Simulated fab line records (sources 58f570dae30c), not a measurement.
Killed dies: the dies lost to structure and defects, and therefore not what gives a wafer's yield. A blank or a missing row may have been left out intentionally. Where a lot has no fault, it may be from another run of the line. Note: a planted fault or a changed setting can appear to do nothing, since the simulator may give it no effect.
Problem report in the 8D (eight disciplines) form, filled by code | flow berkeley_cmos170 | the parts of the form that need people (team, actions taken, sign-off) are left out

1. THE PROBLEM
Mean of heater_power_total_W at UCB170_M2_SOFTBAKE_06: 66.74 W across 6 wafers in 2 lots; on wafers with no fault it is 56.81 W (standard deviation 0.043). That is +99 or more standard deviations from the usual mean.
The step: time 60 s.
The first sign was on wafer L738.2 at day 8 21:12, on litho_track-02. The record holds 33 wafers of 11 lots with a number at this step. By rule, "out" or "out of limits" means more than 4 standard deviations away from the usual mean. Any other wafer with a number is counted as sound.

2. WHAT IT IS; WHAT IT IS NOT
question                    | is                                 | is not
which readings at this step | heater_power_total_W, run_length_s | -
which lots                  | L738, L739                         | L730, L731, L732, L746, L747, L748, L750, L751, L752
which wafers of those lots  | all that have a number             | -
read on which tools         | litho_track-02                     | litho_track-01, litho_track-04
when                        | from day 8 21:12                   | up to then (9 sound wafers); but 18 sound wafers of L746, L747, L748, L750, L751, L752 came after

3. THE SUSPECTS, EACH WITH WHAT RULES IT OUT
Counting: a tool at a process step up to the reading stays a suspect if it ran every lot that is out and no sound lot after the first of them.
- litho_track-02 at UCB170_M2_SOFTBAKE_06 (time 60 s): kept. It processed each lot that is out, first L738 at day 8 21:12, and no sound lot thereafter; up to then, the last sound lot it processed was L730 at day 7 18:12. Its own heater_power_total_W, run_length_s readings are out on those wafers.
The count leaves litho_track-02 at UCB170_M2_SOFTBAKE_06.

4. THE CAUSE (what the simulator had put in)
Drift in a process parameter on litho_track-02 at UCB170_M2_SOFTBAKE_06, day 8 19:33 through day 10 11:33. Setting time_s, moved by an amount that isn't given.
Only this tool survived the counting.

5. SEQUENCE OF EFFECTS, ordered by route
Each row: a reading where the mean over the struck wafers with a number is more than 3 standard deviations away from the usual. Scope: only readings with a usual standard deviation given in the record; hours: median across lots of the time from each lot's start at the first step in this table that gives one to its start at this step; sigmas: change in usual standard deviations.
hours | step                  | reading              | usual   | on struck wafers | change | sigmas
0     | UCB170_M2_SOFTBAKE_06 | heater_power_total_W | 56.81 W | 66.74            | +9.93  | +99 or more
0     | UCB170_M2_SOFTBAKE_06 | run_length_s         | 89.02 s | 63.17            | -25.84 | -99 or more
Its process steps:
- UCB170_M2_SOFTBAKE_06: time 60 s.

6. HOW IT WOULD HAVE BEEN CAUGHT EARLIER
First out-of-limits reading in this record: day 8 21:12, which is 2 hours after fault onset at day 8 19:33.
